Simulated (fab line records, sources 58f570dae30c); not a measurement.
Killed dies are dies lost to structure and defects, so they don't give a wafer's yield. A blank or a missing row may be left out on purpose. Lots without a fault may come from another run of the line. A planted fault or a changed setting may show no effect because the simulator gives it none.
Which tool did it? | flow berkeley_cmos170 | 14 lots, 42 wafers sampled, at 4 steps of a route of 331

WHAT THE GAUGES READ, wafer by wafer
UCB170_ACTIVE_THK_MEAS_06.
lot  | measured    | on            | ACTIVE_NITRIDE_THK (nm)
L468 | day 4 12:00 | film_metro-03 | 222.3 219.9 219.9
L469 | day 4 11:59 | film_metro-02 | 216.7 216.6 218.0
L471 | day 4 20:41 | film_metro-03 | 222.1 221.6 219.4
L470 | day 4 20:42 | film_metro-01 | 217.8 219.7 217.7
L474 | day 5 20:44 | film_metro-01 | 221.0 220.9 220.1
L475 | day 5 20:46 | film_metro-03 | 217.8 216.7 219.4
L476 | day 6 02:47 | film_metro-01 | 219.9 219.8 219.6
L478 | day 6 08:55 | film_metro-01 | 218.7 217.9 219.3
L479 | day 6 20:05 | film_metro-03 | 215.4 214.7 215.9
L480 | day 6 20:05 | film_metro-01 | 215.6 217.1 216.5
L481 | day 7 06:41 | film_metro-03 | 222.0 223.9 220.7
L482 | day 7 10:23 | film_metro-03 | 219.6 220.4 218.1
L489 | day 8 22:07 | film_metro-03 | 218.8 220.4 219.9
L491 | day 9 04:38 | film_metro-01 | 218.6 219.7 218.5

UCB170_V1_THK_MEAS_04.
lot  | measured     | on            | V1_POLISHED_THK (nm)
L468 | day 7 17:35  | film_metro-01 | 999.0 999.1 1000.0
L469 | day 7 17:53  | film_metro-02 | 999.0 998.4 998.5
L471 | day 8 00:49  | film_metro-04 | 998.8 999.5 999.5
L470 | day 8 00:49  | film_metro-02 | 998.0 998.4 999.3
L474 | day 9 01:08  | film_metro-01 | 1001.1 999.6 1000.4
L475 | day 9 01:09  | film_metro-04 | 1000.8 1000.6 1000.7
L476 | day 9 08:13  | film_metro-01 | 998.7 999.0 999.5
L478 | day 9 21:17  | film_metro-04 | 999.2 998.6 998.0
L479 | day 10 06:35 | film_metro-04 | 1000.2 998.8 1000.9
L480 | day 10 06:35 | film_metro-02 | 1000.1 1002.3 999.0
L481 | day 10 13:26 | film_metro-02 | 998.0 1000.3 997.0
L482 | day 10 23:31 | film_metro-02 | 999.8 999.4 1000.3
L489 | day 12 04:31 | film_metro-02 | 1002.2 999.9 1000.3
L491 | day 12 04:50 | film_metro-02 | 999.5 1001.5 1001.0

UCB170_V2_CD_MEAS_12: target cd 700 nm.
lot  | measured     | on        | cd_nm (nm)
L468 | day 8 02:30  | cd_sem-01 | 699.9 699.9 699.7
L469 | day 8 02:43  | cd_sem-02 | 700.4 699.1 700.1
L471 | day 8 09:56  | cd_sem-02 | 701.7 701.2 700.5
L470 | day 8 09:00  | cd_sem-02 | 701.2 701.0 699.3
L474 | day 9 09:05  | cd_sem-01 | 697.7 699.0 698.7
L475 | day 9 09:01  | cd_sem-02 | 697.9 699.1 699.4
L476 | day 9 18:17  | cd_sem-01 | 699.6 700.1 700.2
L478 | day 10 04:34 | cd_sem-02 | 699.2 700.1 699.2
L479 | day 10 14:14 | cd_sem-01 | 699.7 699.6 699.9
L480 | day 10 14:35 | cd_sem-02 | 700.0 700.0 700.8
L481 | day 10 20:13 | cd_sem-02 | 701.9 699.6 700.4
L482 | day 11 08:22 | cd_sem-02 | 700.1 699.2 697.1
L489 | day 12 11:56 | cd_sem-01 | 699.5 698.4 698.0
L491 | day 12 12:14 | cd_sem-02 | 701.4 700.3 699.8

WHICH TOOL RAN EACH LOT (tool, then ch and the chambers of the sampled wafers, then the start)
lot  | UCB170_NWELL_HMDS_06
L468 | litho_track-02 ch 0, day 2 06:50
L469 | litho_track-03 ch 0, day 2 14:55
L471 | litho_track-01 ch 0, day 2 21:52
L470 | litho_track-02 ch 0, day 2 21:52
L474 | litho_track-03 ch 0, day 3 16:50
L475 | litho_track-01 ch 0, day 3 17:14
L476 | litho_track-01 ch 0, day 4 03:33
L478 | litho_track-01 ch 0, day 4 10:53
L479 | litho_track-02 ch 0, day 4 19:49
L480 | litho_track-01 ch 0, day 4 19:51
L481 | litho_track-03 ch 0, day 5 05:18
L482 | litho_track-03 ch 0, day 5 09:23
L489 | litho_track-01 ch 0, day 6 18:11
L491 | litho_track-01 ch 0, day 7 04:55
- UCB170_NWELL_HMDS_06: prime time 60 s.

WHAT THE TOOLS THEMSELVES READ (means of the sampled wafers that have a number; where no wafer has one, the mark that the record gives instead)
UCB170_NWELL_HMDS_06.
lot  | tool           | chill_plate_temp_C (C) | prime_temp_c (C)
L468 | litho_track-02 | 23.10                  | 100.07
L469 | litho_track-03 | 23.05                  | 100.15
L471 | litho_track-01 | 23.03                  | 99.86
L470 | litho_track-02 | 22.89                  | 100.14
L474 | litho_track-03 | 23.04                  | 100.12
L475 | litho_track-01 | 22.90                  | 99.88
L476 | litho_track-01 | 22.92                  | 100.12
L478 | litho_track-01 | 23.09                  | 100.19
L479 | litho_track-02 | 23.04                  | 100.08
L480 | litho_track-01 | 22.97                  | 99.95
L481 | litho_track-03 | 23.02                  | 99.84
L482 | litho_track-03 | 23.05                  | 99.83
L489 | litho_track-01 | 23.06                  | 97.78
L491 | litho_track-01 | 23.00                  | 97.85

THE ANSWER, worked out from the rows above alone
Rule: what is usual is taken from the lots themselves. Put in order of their means at a reading, lots are off if they are a third of the lots or fewer, leave a main group of 4 or more, and stand apart from it by a gap of 3 or more times the standard deviation of the main group's means; of several such gaps the widest counts. A main group whose means are all the same, to the digits that the tables above print for the reading, isn't used. A lot without any number at a reading at which 4 lots or more have one is off too. The other lots that the step has rows for count as sound. The gauges are gone through in route order, then the tools' own readings, and for those a lot's mean is taken as printed above. The first step at which some lot is off is used, and at that step the reading that is off furthest; a lot without a number counts as furthest.
Off: L489, L491, at UCB170_NWELL_HMDS_06 (prime_temp_c). The main group: mean 100.02 C, standard deviation 0.13.
A tool fits if, at that step or a process step before it, it ran every lot that is off, and no sound lot after the first of them. One fits: litho_track-01 at UCB170_NWELL_HMDS_06. Its last sound lot is L480 (day 4 19:51), its first lot that is off L489 (day 6 18:11): a fault that began between those two fits.
The tool's own readings at UCB170_NWELL_HMDS_06 bear it out: on the lots that are off they differ by more than 5 times the standard deviation of the sound lots' means. prime_temp_c reads 97.81 C there against 100.02 C on the sound lots.

WHAT THE SIMULATOR HAD PUT IN
Process parameter drift: litho_track-01, from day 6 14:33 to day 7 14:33, at UCB170_NWELL_HMDS_06. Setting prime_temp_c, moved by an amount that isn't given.
Lots struck among those shown: L489, L491. The rule above found the same.
